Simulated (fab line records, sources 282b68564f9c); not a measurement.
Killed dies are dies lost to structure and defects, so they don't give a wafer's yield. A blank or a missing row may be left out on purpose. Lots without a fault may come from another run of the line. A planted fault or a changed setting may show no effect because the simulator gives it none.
Which tool did it? | flow rit_cmos | 7 lots, 21 wafers sampled, at 2 steps of a route of 202

WHAT THE GAUGES READ, wafer by wafer
RIT_GATE_THK_MEAS_07.
lot  | measured    | on            | GATE_OXIDE_THK (nm)
L276 | day 2 16:04 | film_metro-02 | 3.00 2.93 2.89
L278 | day 3 02:16 | film_metro-02 | 3.01 3.01 3.05
L280 | day 3 10:56 | film_metro-02 | 3.00 3.08 2.99
L285 | day 4 11:46 | film_metro-01 | 3.00 3.03 3.06
L288 | day 5 06:19 | film_metro-01 | 3.26 3.14 3.18
L291 | day 5 19:02 | film_metro-03 | 3.01 3.01 3.02
L298 | day 7 05:37 | film_metro-03 | 3.06 2.89 3.04

WHICH TOOL RAN EACH LOT (tool, then ch and the chambers of the sampled wafers, then the start)
lot  | RIT_GATE_OXIDATION_05
L276 | furnace-03 ch 0, day 2 13:03
L278 | furnace-03 ch 0, day 3 00:57
L280 | furnace-03 ch 0, day 3 09:37
L285 | furnace-02 ch 0, day 4 10:27
L288 | furnace-03 ch 0, day 5 04:13
L291 | furnace-04 ch 0, day 5 17:43
L298 | furnace-02 ch 0, day 7 04:16
- RIT_GATE_OXIDATION_05: target thk 3 nm, ox time 270 s.

THE ANSWER, worked out from the rows above alone
Rule: what is usual is taken from the lots themselves. Put in order of their means at a reading, lots are off if they are a third of the lots or fewer, leave a main group of 4 or more, and stand apart from it by a gap of 3 or more times the standard deviation of the main group's means; of several such gaps the widest counts. A main group whose means are all the same, to the digits that the tables above print for the reading, isn't used. A lot without any number at a reading at which 4 lots or more have one is off too. The other lots that the step has rows for count as sound.
Off: L288, at RIT_GATE_THK_MEAS_07 (GATE_OXIDE_THK). The main group: mean 3.00 nm, standard deviation 0.031.
A tool fits if, at a process step before that reading, it ran every lot that is off, and no sound lot after the first of them. The gauges at RIT_GATE_THK_MEAS_07 are tried like those tools. Can't be told from this: 2 tools fit, furnace-03 at RIT_GATE_OXIDATION_05, film_metro-01 at RIT_GATE_THK_MEAS_07.

WHAT THE SIMULATOR HAD PUT IN
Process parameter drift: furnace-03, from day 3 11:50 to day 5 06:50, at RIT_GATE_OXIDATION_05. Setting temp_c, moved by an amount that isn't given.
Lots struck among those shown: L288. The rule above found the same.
